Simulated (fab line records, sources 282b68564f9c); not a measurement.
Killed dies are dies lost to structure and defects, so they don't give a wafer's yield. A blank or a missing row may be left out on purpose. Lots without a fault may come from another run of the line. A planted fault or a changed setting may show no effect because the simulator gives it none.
Problem report in the 8D (eight disciplines) form, filled by code | flow rit_cmos | the parts of the form that need people (team, actions taken, sign-off) are left out

1. THE PROBLEM
FOX2_OXIDE_THK at RIT_FOX2_THK_MEAS_01 reads a mean of 305 nm on 6 wafers of 2 lots; wafers without a fault read 352 nm with a standard deviation of 5.5. That is -8.5 standard deviations from the usual mean.
First seen on wafer L345.3, day 3 17:38, on film_metro-03. The record holds 42 wafers of 14 lots with a number at this step. Rule for "out", or "out of limits": more than 4 standard deviations from the usual mean. The other wafers with a number count as sound.

2. WHAT IT IS AND WHAT IT IS NOT
question                    | is                           | is not
which readings at this step | FOX2_OXIDE_THK               | -
which lots                  | L345, L349                   | L336, L337, L338, L339, L340, L341, L343, L344, L346, L348, L352, L359
which wafers of those lots  | all that have a number       | -
read on which gauges        | film_metro-02, film_metro-03 | film_metro-04
when                        | from day 3 17:38             | up to then (24 sound wafers); but 12 sound wafers of L346, L348, L352, L359 came after

3. SUSPECTS, AND WHAT RULES EACH OUT
Counting: a tool at a process step up to the reading stays a suspect if it ran every lot that is out and no sound lot after the first of them.
- the gauge at RIT_FOX2_THK_MEAS_01: ruled out. The wafers that are out were read on 2 gauges (film_metro-02, film_metro-03).
- furnace-04 at RIT_FOX2_OXIDATION_00 (target thk 350.7 nm, ox time 1130 s): kept. It ran every lot that is out, first L345 (day 3 16:18), and no sound lot after that; its last sound lot up to then is L344 (day 3 12:10). Its own readings are out on those wafers: spike_tc_centre_C, spike_tc_load_C, spike_tc_source_C, tube_center_temp_C, tube_center_temp_C_max.
Left after counting: furnace-04 at RIT_FOX2_OXIDATION_00.

4. THE CAUSE (what the simulator had put in)
Process parameter drift: furnace-04, from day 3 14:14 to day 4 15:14, at RIT_FOX2_OXIDATION_00. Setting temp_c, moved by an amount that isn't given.
Counting left only this tool.

5. THE CHAIN OF EFFECTS, in route order
Each row: a reading whose mean over the struck wafers that have a number lies more than 3 standard deviations from the usual. Only readings for which the record gives a usual standard deviation are gone through. hours: the time from each lot's start at the first step in this table that gives one to its start at this step, as a median over the lots. sigmas: the change in usual standard deviations.
hours | step                  | reading                | usual    | on struck wafers | change | sigmas
0     | RIT_FOX2_OXIDATION_00 | spike_tc_centre_C      | 1101.8 C | 1075.8           | -26.0  | -26
0     | RIT_FOX2_OXIDATION_00 | spike_tc_load_C        | 1126.8 C | 1102.1           | -24.7  | -16
0     | RIT_FOX2_OXIDATION_00 | spike_tc_source_C      | 1128 C   | 1106             | -22    | -4.7
0     | RIT_FOX2_OXIDATION_00 | tube_center_temp_C     | 1100 C   | 1075             | -25    | -99 or more
0     | RIT_FOX2_OXIDATION_00 | tube_center_temp_C_max | 1102.8   | 1077.8           | -25.0  | -52
1     | RIT_FOX2_THK_MEAS_01  | FOX2_OXIDE_THK         | 352 nm   | 305              | -47    | -8.5
2     | RIT_FOX2_THK_MEAS_90  | FIELD_OXIDE_LEFT_1_THK | 324 nm   | 278              | -46    | -8.4
15    | RIT_FOX2_THK_MEAS_91  | FIELD_OXIDE_LEFT_2_THK | 256 nm   | 209              | -47    | -8.4
The process steps in it:
- RIT_FOX2_OXIDATION_00: target thk 350.7 nm, ox time 1130 s.

6. WHAT WOULD HAVE CAUGHT IT SOONER
In this record the first reading out of limits at a measuring or inspecting step was taken at day 3 17:38, 3 hours after the fault began at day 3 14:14.
The tool's own readings at RIT_FOX2_OXIDATION_00 were out on every struck wafer that the step has a row for (spike_tc_centre_C, spike_tc_load_C, spike_tc_source_C, tube_center_temp_C, tube_center_temp_C_max): an alarm limit on them would have fired on the first of those.
Of the lots that are out (2), L349 began RIT_FOX2_OXIDATION_00 on furnace-04 after day 3 17:38. A hold on the tool at that time would have spared it.
